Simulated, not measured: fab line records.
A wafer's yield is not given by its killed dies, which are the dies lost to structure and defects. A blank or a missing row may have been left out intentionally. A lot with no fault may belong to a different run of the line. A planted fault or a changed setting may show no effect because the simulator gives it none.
Split-lot experiment / flow rit-cmos / 23 wafers read across 5 lots, on a route 202 steps long

SPLIT DETAILS
At RIT_PLDD_IMPLANT_08, the setting energy-kev was moved away from the recipe's 20 on 7 of the 23 wafers read, by -5.6% to -1.9%. This setting was run at the recipe's value on the other wafers.

The reading comes from the split's own step.

THE READING
implant.drp-nm (the simulator's own value, which no gauge read), in nm, at RIT_PLDD_IMPLANT_08. There is no usual value for it anywhere in the file.

wafer=L074.2; tool, chamber at the split=implanter-02, 0; energy-kev as run=20; against the recipe=recipe; implant.drp-nm, nm=9.752; against lot-mates on the recipe=-
wafer=L074.3; tool, chamber at the split=implanter-02, 0; energy-kev as run=20; against the recipe=recipe; implant.drp-nm, nm=9.752; against lot-mates on the recipe=-
wafer=L074.4; tool, chamber at the split=implanter-02, 0; energy-kev as run=20; against the recipe=recipe; implant.drp-nm, nm=9.752; against lot-mates on the recipe=-
wafer=L074.5; tool, chamber at the split=implanter-02, 0; energy-kev as run=20; against the recipe=recipe; implant.drp-nm, nm=9.752; against lot-mates on the recipe=-
wafer=L074.6; tool, chamber at the split=implanter-02, 0; energy-kev as run=20; against the recipe=recipe; implant.drp-nm, nm=9.752; against lot-mates on the recipe=-
wafer=L077.1; tool, chamber at the split=implanter-04, 0; energy-kev as run=20; against the recipe=recipe; implant.drp-nm, nm=9.752; against lot-mates on the recipe=-
wafer=L077.3; tool, chamber at the split=implanter-04, 0; energy-kev as run=20; against the recipe=recipe; implant.drp-nm, nm=9.752; against lot-mates on the recipe=-
wafer=L077.6; tool, chamber at the split=implanter-04, 0; energy-kev as run=20; against the recipe=recipe; implant.drp-nm, nm=9.752; against lot-mates on the recipe=-
wafer=L077.2; tool, chamber at the split=implanter-04, 0; energy-kev as run=19.45; against the recipe=-2.8%; implant.drp-nm, nm=9.562; against lot-mates on the recipe=-0.190
wafer=L077.4; tool, chamber at the split=implanter-04, 0; energy-kev as run=19.45; against the recipe=-2.8%; implant.drp-nm, nm=9.562; against lot-mates on the recipe=-0.190
wafer=L078.2; tool, chamber at the split=implanter-02, 0; energy-kev as run=20; against the recipe=recipe; implant.drp-nm, nm=9.752; against lot-mates on the recipe=-
wafer=L078.3; tool, chamber at the split=implanter-02, 0; energy-kev as run=20; against the recipe=recipe; implant.drp-nm, nm=9.752; against lot-mates on the recipe=-
wafer=L078.4; tool, chamber at the split=implanter-02, 0; energy-kev as run=20; against the recipe=recipe; implant.drp-nm, nm=9.752; against lot-mates on the recipe=-
wafer=L081.1; tool, chamber at the split=implanter-01, 0; energy-kev as run=20; against the recipe=recipe; implant.drp-nm, nm=9.752; against lot-mates on the recipe=-
wafer=L081.4; tool, chamber at the split=implanter-01, 0; energy-kev as run=20; against the recipe=recipe; implant.drp-nm, nm=9.752; against lot-mates on the recipe=-
wafer=L081.6; tool, chamber at the split=implanter-01, 0; energy-kev as run=20; against the recipe=recipe; implant.drp-nm, nm=9.752; against lot-mates on the recipe=-
wafer=L081.2; tool, chamber at the split=implanter-01, 0; energy-kev as run=19.62; against the recipe=-1.9%; implant.drp-nm, nm=9.621; against lot-mates on the recipe=-0.131
wafer=L081.5; tool, chamber at the split=implanter-01, 0; energy-kev as run=19.62; against the recipe=-1.9%; implant.drp-nm, nm=9.621; against lot-mates on the recipe=-0.131
wafer=L083.1; tool, chamber at the split=implanter-04, 0; energy-kev as run=18.87; against the recipe=-5.6%; implant.drp-nm, nm=9.361; against lot-mates on the recipe=-0.391
wafer=L083.3; tool, chamber at the split=implanter-04, 0; energy-kev as run=18.87; against the recipe=-5.6%; implant.drp-nm, nm=9.361; against lot-mates on the recipe=-0.391
wafer=L083.5; tool, chamber at the split=implanter-04, 0; energy-kev as run=18.87; against the recipe=-5.6%; implant.drp-nm, nm=9.361; against lot-mates on the recipe=-0.391
wafer=L083.2; tool, chamber at the split=implanter-04, 0; energy-kev as run=20; against the recipe=recipe; implant.drp-nm, nm=9.752; against lot-mates on the recipe=-
wafer=L083.6; tool, chamber at the split=implanter-04, 0; energy-kev as run=20; against the recipe=recipe; implant.drp-nm, nm=9.752; against lot-mates on the recipe=-

FIT RESULTS
A straight line over all 23 wafers: implant.drp-nm changes by +0.0692 nm for each +1% of energy-kev; r = +1.00; the points scatter about the line by 0.00016 nm.
The same after taking each lot's own level away (the mean of its wafers on the recipe; 23 wafers): +0.0692 nm for each +1%; r = +1.00; scatter 0.00016 nm.
According to that fit, moving energy-kev by its largest amount changes the reading by 0.39 nm.
The lots' own levels span 9.7520 to 9.7520 nm.
Hence the lot-to-lot level has little effect on the slope; both slopes agree.
Check: -0.391 nm against its lot-mates is what the line predicts for one of the wafers moved furthest among these (-5.6%) when that wafer is left out of the fit. It came out at -0.391 nm against them.

FURTHER SPLITS ON THESE WAFERS
These wafers also went through other splits before the reading. Each is held against what the fit with the lots' levels taken away leaves over:
other split on the same wafers=RIT_ACTIVE_CVD_03 nh3-flow-sccm; wafers away from the commonest value=10; r with implant.drp-nm (lot level and that fit taken away)=+0.04
other split on the same wafers=RIT_ACTIVE_ETCH_13 pressure-mtorr; wafers away from the commonest value=18; r with implant.drp-nm (lot level and that fit taken away)=-0.36
other split on the same wafers=RIT_FOX2_OXIDATION_00 ox-time-s; wafers away from the commonest value=15; r with implant.drp-nm (lot level and that fit taken away)=-0.12
other split on the same wafers=RIT_NWELL_IMPLANT_08 energy-kev; wafers away from the commonest value=7; r with implant.drp-nm (lot level and that fit taken away)=-0.04
other split on the same wafers=RIT_NRETRO_COAT_01 resist-thk-nm; wafers away from the commonest value=11; r with implant.drp-nm (lot level and that fit taken away)=+0.08
other split on the same wafers=RIT_NRETRO_SOFTBAKE_02 temp-c; wafers away from the commonest value=8; r with implant.drp-nm (lot level and that fit taken away)=-0.22
other split on the same wafers=RIT_NLDD_COAT_01 spin-rpm; wafers away from the commonest value=6; r with implant.drp-nm (lot level and that fit taken away)=+0.37
other split on the same wafers=RIT_PLDD_COAT_01 resist-thk-nm; wafers away from the commonest value=7; r with implant.drp-nm (lot level and that fit taken away)=-0.08

THE WHOLE CHAIN: every reading that the file lists as answering this split, in the file's order
step=RIT_PLDD_IMPLANT_08; what it does=; reading=implant.rp-nm (the simulator's own value, which no gauge read); change (the file's fit)=+0.137 nm for each +1% of the setting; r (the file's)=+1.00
step=RIT_PLDD_IMPLANT_08; what it does=; reading=implant.drp-nm (the simulator's own value, which no gauge read); change (the file's fit)=+0.069 nm for each +1% of the setting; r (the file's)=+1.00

THE FILE'S OWN FIT
implant.drp-nm changes by +0.069 nm for each +1% of energy-kev, r = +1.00.
